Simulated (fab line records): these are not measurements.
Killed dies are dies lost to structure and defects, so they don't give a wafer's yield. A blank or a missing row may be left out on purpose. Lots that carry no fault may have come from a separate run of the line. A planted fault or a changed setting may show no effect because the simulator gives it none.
Which tool did it? -- flow rit_cmos -- 14 lots, 42 wafers sampled, at 2 steps of a route of 202

== WHAT THE GAUGES SHOWED, per wafer ==
The record holds no reading of a measuring or inspecting step that can be judged against a usual standard deviation.

== EACH LOT AND THE TOOL THAT RAN IT (in order: tool; ch and the chambers of the sampled wafers; start) ==
lot,RIT_NSD_STRIP_09,RIT_M1_PROBE_99
L971,"plasma_asher-03 ch 0, day 3 04:17",-
L972,"plasma_asher-03 ch 0,1, day 3 06:41",-
L973,"plasma_asher-04 ch 0,1, day 3 12:32",-
L974,"plasma_asher-04 ch 0,1, day 3 16:02",-
L976,"plasma_asher-04 ch 1, day 4 04:31","prober-02, day 4 14:11"
L979,"plasma_asher-03 ch 0, day 4 19:25",-
L984,"plasma_asher-04 ch 0,1, day 5 21:37","prober-02, day 6 07:41"
L986,"plasma_asher-03 ch 0, day 6 04:17",-
L988,"plasma_asher-03 ch 0,1, day 6 18:36",-
L989,"plasma_asher-03 ch 0,1, day 6 22:44",-
L990,"plasma_asher-02 ch 0,1, day 7 00:36",-
L991,"plasma_asher-03 ch 0,1, day 7 08:39",-
L992,"plasma_asher-02 ch 0,1, day 7 14:13",-
L994,"plasma_asher-02 ch 0,1, day 7 21:39",-
- RIT_NSD_STRIP_09: strips in O2, time 180 s.
- RIT_M1_PROBE_99

== WHAT THE TOOLS THEMSELVES READ (means of the sampled wafers that have a number; where no wafer has one, the mark that the record gives instead) ==
RIT_NSD_STRIP_09. Usual: chamber_pressure_mTorr 4000 mTorr, standard deviation 3.5; drypump_motor_current_A 5.6 A, standard deviation 0.35; rf_refl_power_W 6.1 W, standard deviation 1.3.
lot,tool,chamber_pressure_mTorr (mTorr),drypump_motor_current_A (A),rf_refl_power_W (W),flag
L971,plasma_asher-03,4001,5.5,5.0,
L972,plasma_asher-03,4001,5.4,7.2,
L973,plasma_asher-04,4000,5.5,5.1,
L974,plasma_asher-04,4000,5.4,5.4,
L976,plasma_asher-04,3998,5.7,5.9,
L979,plasma_asher-03,3997,5.5,4.9,
L984,plasma_asher-04,3998,5.4,5.1,
L986,plasma_asher-03,4000,5.5,4.9,
L988,plasma_asher-03,4002,5.4,6.0,
L989,plasma_asher-03,4001,5.4,7.2,
L990,plasma_asher-02,4003,5.8,5.9,
L991,plasma_asher-03,4001,5.4,7.2,
L992,plasma_asher-02,3999,5.7,6.0,
L994,plasma_asher-02,4001,5.8,5.9,

RIT_M1_PROBE_99. Usual: killed_at_contacts 0.1, standard deviation 0.34; killed_at_front_end 6.6, standard deviation 2.7; killed_dies 6.7, standard deviation 2.7; killed_open 3.5, standard deviation 1.9; killed_short 3.1, standard deviation 1.8.
lot,tool,killed_at_contacts,killed_at_front_end,killed_dies,killed_open,killed_short,flag
L976,prober-02,0.0,49.0,49.0,4.0,3.0,OFF
L984,prober-02,0.3,18.0,18.3,2.3,2.0,OFF

== THE ANSWER, worked out from the rows above alone ==
Rule: lot off if the mean of its wafers having a number is beyond 3 standard deviations from the usual mean. A lot without any number at a reading at which 4 lots or more have one is off too. Where the step has rows for the other lots, those lots are counted as sound. The gauges are gone through in route order, then the tools' own readings, and for those a lot's mean is taken as printed above. At the first step where some lot is off, the reading lying furthest off is the one used; lots without a number count as furthest.
Off, at RIT_M1_PROBE_99 on killed_at_front_end: L976, L984. Neither off nor sound, because the step has no rows for them: L971, L972, L973, L974, L979, L986, L988, L989, L990, L991, L992, L994.
If a tool, at that step or one of the process steps before it, ran each lot that is off and ran no sound lot following the first of them, it fits. 2 tools fit, plasma_asher-04 at RIT_NSD_STRIP_09 and prober-02 at RIT_M1_PROBE_99, so this cannot tell which one it is.

== WHAT THE SIMULATOR HAD INSERTED ==
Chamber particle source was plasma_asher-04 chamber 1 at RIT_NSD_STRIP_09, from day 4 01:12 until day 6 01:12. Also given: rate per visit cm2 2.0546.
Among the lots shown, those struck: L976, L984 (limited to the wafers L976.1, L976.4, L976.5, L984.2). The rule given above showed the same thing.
